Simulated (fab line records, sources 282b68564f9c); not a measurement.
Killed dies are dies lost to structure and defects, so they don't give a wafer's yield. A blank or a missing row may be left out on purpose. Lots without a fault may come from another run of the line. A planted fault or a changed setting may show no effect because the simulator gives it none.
fab line records | flow rit_cmos
record lots=6 wafers=18 last_day=7
route steps=202 shown NSD@138 PSD@142 SDANNEAL@153 M1@202
lots that met no fault: from a run of the same line without faults
start_h: hours from the record's first day to the start of the lot's first wafer shown | wait_h: hours since the lot's step before | " the same as in the row above | L1.1+2: a row that stands for several wafers | - no value, or no start given | * or withheld: withheld | < > ~ a bound
route shown NAME@n: a module of which the file shows steps, and the number in the route of the first | usual: mean/standard deviation of fault-free wafers | same: alike in all rows | chamber/n: place in a boat | sites: the reading at each site | _std_site: their standard deviation | _edge_site: outer sites' mean less inner sites' | radius_mm: how far each site lies from the wafer's centre | mask NAME#n: copy n | behind: the tool/chamber that last shaped the wafer | hold: why the lot was held/for how many hours/how that ended | device: the transistor (n, p or np) that didn't switch | end of line: the same wafers' tests at the end of the route | a step without rows: its recipe alone | killed: dies lost to structure and defects at the first sort, not the wafer's yield | map: a wafer's dies, x killed, . not, _ none there
set.NAME: the setting as run; set.NAME@STEP: as run at that earlier step | model.NAME: the simulator's own value behind a step, which no gauge read
lots at some steps of the route; a table a step, a row a wafer
services: from which hour (start_h, from the record's first day; less than 0 if before it) a tool's chamber was out of use, for how many hours, and why
## steps
# step RIT_NSD_HARDBAKE_07
# recipe resist=NOVOLAK temp_c=140 time_s=60
# step RIT_NSD_IMPLANT_08
# recipe species=P energy_kev=25 dose_cm2=1e+15 tilt_deg=6.664
# step RIT_NSD_STRIP_09
# recipe chemistry=O2 time_s=180 resist=NOVOLAK platen_temp_c=withheld power_w=500 pressure_mtorr=4000 o2_flow_sccm=4000
# usual drypump_motor_current_A=5.8/0.38
# columns lot.wafer tool chamber start_h wait_h drypump_motor_current_A rf_hours_counter_h
L803.4 plasma_asher-01 0 92.47 0.1 5.4 -
L803.5 " 1 " " 6.5 -
L803.6 " 0 " " 5.5 -
L805.1 plasma_asher-01 0 103.81 0.2 5.4 49
L805.5 " 0 " " 5.4 -
L805.6 " 1 " " 6.5 -
L809.2 plasma_asher-01 1 133.71 0.1 6.5 1
L809.3 " 0 " " 5.4 -
L809.4 " 1 " " 6.5 -
L810.2 plasma_asher-03 1 134.10 0.1 5.7 51
L810.3 " 1 " " 5.7 -
L810.6 " 0 " " 5.8 -
L814.2 plasma_asher-01 1 148.47 0.1 6.5 3
L814.4 " 0 " " 5.4 -
L814.6 " 0 " " 5.4 -
L816.1 plasma_asher-02 0 157.94 0.1 6.0 47
L816.3 " 0 " " 6.1 -
L816.4 " 1 " " 5.5 -
# step RIT_NSD_TW_MEAS_10
# usual NSD_TW=3114/24
# columns lot.wafer tool chamber start_h wait_h NSD_TW
L803.4 film_metro-04 - 92.62 0.1 3146
L803.5 " - " " 3145
L803.6 " - " " 3165
L805.1 film_metro-04 - 103.98 0.1 3110
L805.5 " - " " 3123
L805.6 " - " " 3115
L809.2 film_metro-04 - 133.89 0.1 3126
L809.3 " - " " 3129
L809.4 " - " " 3140
L810.2 film_metro-04 - 134.29 0.1 3158
L810.3 " - " " 3146
L810.6 " - " " 3137
L814.2 film_metro-04 - 148.65 0.1 3133
L814.4 " - " " 3129
L814.6 " - " " 3105
L816.1 film_metro-02 - 158.12 0.1 3068
L816.3 " - " " 3102
L816.4 " - " " 3088
# step RIT_PSD_HMDS_00
# recipe prime_time_s=60 prime_temp_c=140
# step RIT_PSD_COAT_01
# recipe resist=NOVOLAK spin_rpm=3250 resist_thk_nm=1000
# step RIT_PSD_SOFTBAKE_02
# recipe resist=NOVOLAK temp_c=90 time_s=60
# step RIT_PSD_EXPOSE_03
# recipe mask_id=M10 na=0.57 target_cd_nm=40900 dose_mj=250
# step RIT_PSD_PEB_04
# recipe resist=NOVOLAK temp_c=withheld time_s=withheld
# step RIT_PSD_DEVELOP_05
# recipe resist=NOVOLAK develop_time_s=50 dev_temp_c=23
# step RIT_PSD_OVL_MEAS_06
# usual PSD_OVL=0.6/1.4
# columns lot.wafer tool chamber start_h wait_h PSD_OVL[nm]
L803.4 overlay-01 - 93.72 - 1.1
L803.5 " - " " 0.5
L803.6 " - " " 0.3
L805.1 overlay-02 - 104.97 - -0.1
L805.5 " - " " 1.8
L805.6 " - " " 2.3
L809.2 overlay-02 - 135.05 - -0.2
L809.3 " - " " 0.8
L809.4 " - " " -1.3
L810.2 overlay-01 - 135.34 - 1.2
L810.3 " - " " -0.2
L810.6 " - " " 1.0
L814.2 overlay-01 - 149.73 - 3.2
L814.4 " - " " 0.2
L814.6 " - " " 0.7
L816.1 overlay-02 - 159.15 - 0.5
L816.3 " - " " 1.6
L816.4 " - " " 2.0
# step RIT_PSD_HARDBAKE_07
# recipe resist=NOVOLAK temp_c=140 time_s=60
# step RIT_PSD_IMPLANT_08
# recipe species=BF2 energy_kev=27 dose_cm2=5e+15 tilt_deg=7
# usual dose_ions_cm2=5e+15/4.7e+12 end_station_pressure_torr=1.42e-05/1.3e-06 faraday_current_uA=11838/1000 tilt_deg=7.004/0.018
# columns lot.wafer tool chamber start_h wait_h dose_ions_cm2 end_station_pressure_torr faraday_current_uA tilt_deg
L803.4 implanter-03 0 93.96 0.1 1e+15 7.3e-06 3152 6.999
L803.5 " 0 " " 1.002e+15 7.4e-06 3202 7.001
L803.6 " 0 " " 1e+15 7.9e-06 3143 6.985
L805.1 implanter-03 0 105.16 0.1 9.89e+14 7.2e-06 3238 7.001
L805.5 " 0 " " 9.93e+14 7.8e-06 3189 6.998
L805.6 " 0 " " 1.001e+15 7.6e-06 3098 7.027
L809.2 implanter-01 0 135.48 0.1 4.998e+15 1.35e-05 11381 7.000
L809.3 " 0 " " 5.001e+15 1.34e-05 11244 6.978
L809.4 " 0 " " 5.003e+15 1.35e-05 11254 7.016
L810.2 implanter-02 0 135.54 0.1 5.003e+15 1.26e-05 10043 7.006
L810.3 " 0 " " 4.997e+15 1.23e-05 10036 7.011
L810.6 " 0 " " 5.006e+15 1.22e-05 9998 7.008
L814.2 implanter-02 0 149.93 0.1 4.993e+15 1.17e-05 10155 6.999
L814.4 " 0 " " 5.003e+15 1.22e-05 10173 7.012
L814.6 " 0 " " 4.995e+15 1.23e-05 10114 7.019
L816.1 implanter-03 0 159.34 0.1 5.009e+15 1.53e-05 13126 7.012
L816.3 " 0 " " 4.998e+15 1.41e-05 12461 7.021
L816.4 " 0 " " 4.997e+15 1.5e-05 12707 7.045
# step RIT_PSD_STRIP_09
# recipe chemistry=O2 time_s=180 resist=NOVOLAK platen_temp_c=withheld power_w=500 pressure_mtorr=4000 o2_flow_sccm=4000
# usual drypump_motor_current_A=5.9/0.43
# columns lot.wafer tool chamber start_h wait_h drypump_motor_current_A rf_hours_counter_h
L803.4 plasma_asher-04 1 94.09 0.1 5.5 -
L803.5 " 0 " " 6.2 -
L803.6 " 1 " " 5.5 -
L805.1 plasma_asher-04 0 105.31 0.1 6.2 30
L805.5 " 0 " " 6.2 -
L805.6 " 1 " " 5.5 -
L809.2 plasma_asher-04 1 135.60 0.1 5.5 35
L809.3 " 1 " " 5.5 -
L809.4 " 0 " " 6.2 -
L810.2 plasma_asher-01 1 135.67 0.1 6.5 1
L810.3 " 1 " " 6.5 -
L810.6 " 1 " " 6.5 -
L814.2 plasma_asher-01 1 150.06 0.1 6.5 3
L814.4 " 1 " " 6.5 -
L814.6 " 0 " " 5.5 -
L816.1 plasma_asher-02 0 159.49 0.1 6.0 48
L816.3 " 0 " " 6.0 -
L816.4 " 1 " " 5.4 -
# step RIT_PSD_TW_MEAS_10
# usual PSD_TW=3418/27
# columns lot.wafer tool chamber start_h wait_h PSD_TW
L803.4 film_metro-01 - 94.24 0.1 2607
L803.5 " - " " 2605
L803.6 " - " " 2608
L805.1 film_metro-04 - 105.48 0.1 2634
L805.5 " - " " 2627
L805.6 " - " " 2643
L809.2 film_metro-04 - 135.79 0.1 3440
L809.3 " - " " 3428
L809.4 " - " " 3442
L810.2 film_metro-01 - 135.85 0.1 3430
L810.3 " - " " 3431
L810.6 " - " " 3446
L814.2 film_metro-04 - 150.24 0.1 3442
L814.4 " - " " 3449
L814.6 " - " " 3437
L816.1 film_metro-04 - 159.66 0.1 3440
L816.3 " - " " 3444
L816.4 " - " " 3439
# step RIT_SDANNEAL_CLEAN_00
# recipe chemistry=SC1 mix=3:3:50 time_s=600 temp_c=75
# step RIT_SDANNEAL_CLEAN_01
# recipe chemistry=dHF dilution=50:1 time_s=30
# step RIT_SDANNEAL_CLEAN_02
# recipe chemistry=SC2 mix=3:3:50 time_s=600 temp_c=75 dry=n2_spin
# step RIT_SDANNEAL_RTA_03
# recipe temp_c=1050 time_s=5 idle_temp_c=600 ramp_up_c_per_s=342 ramp_down_c_per_s=171 cool_to_c=600 ambient=N2
# usual chamber_o2_ppm=1.994/0.022 wafer_temp_C_max=1053.4/1.3
# columns lot.wafer tool chamber start_h wait_h chamber_o2_ppm wafer_temp_C_max
L803.4 rtp_anneal-02 0 94.67 0.0 2.007 1052.8
L803.5 " 0 " " 1.951 1051.7
L803.6 " 0 " " 1.966 1054.7
L805.1 rtp_anneal-02 0 105.91 0.0 1.986 1052.4
L805.5 " 0 " " 1.997 1051.1
L805.6 " 0 " " 2.014 1052.2
L809.2 rtp_anneal-02 0 136.22 0.0 1.974 1052.6
L809.3 " 0 " " 1.965 1053.3
L809.4 " 0 " " 1.976 1051.8
L810.2 rtp_anneal-01 0 136.28 0.0 2.028 1053.1
L810.3 " 0 " " 2.006 1054.7
L810.6 " 0 " " 2.047 1054.0
L814.2 rtp_anneal-01 0 150.71 0.0 2.008 1054.2
L814.4 " 0 " " 1.986 1053.0
L814.6 " 0 " " 2.017 1053.5
L816.1 rtp_anneal-01 0 160.11 0.0 1.977 1052.0
L816.3 " 0 " " 1.951 1054.5
L816.4 " 0 " " 2.008 1053.8
# step RIT_SDANNEAL_RS_MEAS_04
# recipe thk_meas_gauge=four-point-probe
# usual PSD_RS=115.8/0.34
# columns lot.wafer tool chamber start_h wait_h PSD_RS[ohm/sq]
L803.4 film_metro-02 - 94.76 0.1 152.2
L803.5 " - " " 153.9
L803.6 " - " " 152.4
L805.1 film_metro-02 - 105.97 0.0 151.1
L805.5 " - " " 151.2
L805.6 " - " " 150.5
L809.2 film_metro-04 - 136.28 0.1 115.5
L809.3 " - " " 115.6
L809.4 " - " " 115.4
L810.2 film_metro-01 - 136.35 0.1 115.6
L810.3 " - " " 115.5
L810.6 " - " " 115.7
L814.2 film_metro-01 - 150.83 0.1 116.0
L814.4 " - " " 116.0
L814.6 " - " " 115.8
L816.1 film_metro-04 - 160.17 0.0 115.1
L816.3 " - " " 115.5
L816.4 " - " " 115.2
# step RIT_SDANNEAL_RS_MEAS_05
# recipe thk_meas_gauge=four-point-probe
# usual NSD_RS=84.55/0.3
# columns lot.wafer tool chamber start_h wait_h NSD_RS[ohm/sq]
L803.4 film_metro-02 - 94.88 0.1 84.77
L803.5 " - " " 84.77
L803.6 " - " " 84.64
L805.1 film_metro-02 - 106.09 0.1 84.44
L805.5 " - " " 84.66
L805.6 " - " " 84.46
L809.2 film_metro-04 - 136.40 0.1 84.81
L809.3 " - " " 84.85
L809.4 " - " " 84.78
L810.2 film_metro-01 - 136.47 0.1 84.56
L810.3 " - " " 84.09
L810.6 " - " " 84.38
L814.2 film_metro-01 - 150.95 0.1 84.68
L814.4 " - " " 84.72
L814.6 " - " " 85.04
L816.1 film_metro-04 - 160.29 0.1 84.73
L816.3 " - " " 84.50
L816.4 " - " " 84.88
# step RIT_M1_PROBE_99
# usual killed_at_M0_to_M3=0.0/0.2 killed_at_contacts=0.0/0.2 killed_at_front_end=6.8/2.9 killed_dies=6.8/2.9 killed_open=3.3/1.9 killed_short=3.5/2
# same gross_dies=264 killed_at_M4_up=0 killed_at_back_side=0 killed_at_other=0
# columns lot.wafer tool chamber start_h wait_h killed_at_M0_to_M3 killed_at_contacts killed_at_front_end killed_dies killed_open killed_short
L810.2 prober-02 - 145.57 0.1 0 0 4 4 1 3
L810.3 prober-02 - 145.62 0.2 0 0 4 4 1 3
L810.6 prober-02 - 145.77 0.2 0 0 10 10 8 2
L816.1 prober-02 - 169.17 0.1 0 0 6 6 5 1
L816.3 prober-02 - 169.27 0.2 0 0 7 7 5 2
L816.4 prober-02 - 169.32 0.2 1 0 9 10 2 8
# killed by level:class
L810.2 GATE:geometric_particle:short=2 FOX2:geometric_particle:open=1 SPACER:geometric_particle:short=1
L810.3 FOX1:geometric_particle:short=1 GATE:geometric_particle:open=1 GATE:geometric_particle:short=1 SILICIDE:geometric_particle:short=1
L810.6 GATE:geometric_particle:open=5 SPACER:geometric_particle:short=2 SPACER:geometric_particle:open=2 SILICIDE:geometric_particle:open=1
L816.1 FOX1:geometric_particle:open=3 GATE:geometric_particle:open=2 GATE:geometric_particle:short=1
L816.3 GATE:geometric_particle:short=2 GATE:geometric_particle:open=2 FOX1:geometric_particle:open=1 REOX:geometric_particle:open=1 SILICIDE:geometric_particle:open=1
L816.4 FOX1:geometric_particle:short=2 REOX:geometric_particle:short=2 SILICIDE:geometric_particle:short=2 FOX1:geometric_particle:open=1 GATE:geometric_particle:open=1 GATE:geometric_particle:short=1 M1:geometric_particle:short=1
## services
# columns tool chamber start_h hours kind
plasma_asher-02 - 72.88 49.5 pm
implanter-02 - 86.02 6.0 pm
plasma_asher-03 - 91.42 15.0 pm
plasma_asher-01 - 106.39 14.1 pm
implanter-01 - 107.75 3.4 repair
plasma_asher-01 - 120.52 9.0 pm
plasma_asher-01 0 120.52 9.0 vent_cycle
plasma_asher-01 1 120.52 9.0 vent_cycle
plasma_asher-02 - 122.41 2.8 pm
plasma_asher-01 0 129.52 - clean
plasma_asher-01 1 129.52 - clean
implanter-01 - 139.18 1.2 repair
## key
first_sign step=RIT_PSD_IMPLANT_08 reading=dose_ions_cm2 direction=down sigmas=99+ usual=5e+15 struck=9.98e+14
effect step=RIT_PSD_IMPLANT_08 reading=faraday_current_uA direction=down sigmas=8.5 usual=11838 struck=3170
effect step=RIT_PSD_TW_MEAS_10 reading=PSD_TW direction=down sigmas=29 usual=3418 struck=2621
effect step=RIT_SDANNEAL_RS_MEAS_04 reading=PSD_RS direction=up sigmas=99+ usual=115.8 struck=151.9
met_at RIT_PSD_IMPLANT_08
struck_wafers L803.4,L803.5,L803.6,L805.1,L805.5,L805.6
tester_left_out L803,L805
fault kind=process_parameter_drift tool=implanter-03 chamber=- onset_h=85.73 steps=RIT_PSD_IMPLANT_08 channel=dose_cm2 offset=-4e+15 shape=step end_h=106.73 acts_in=these_recipes_only stated=5e+15
# tester_left_out: of these lots the tester's yield and bins aren't shown, on N5 and GAA mostly nor the transistor test; their killed dies are dies lost to structure and defects alone, not to doping, threshold or leakage, so they don't give the yield
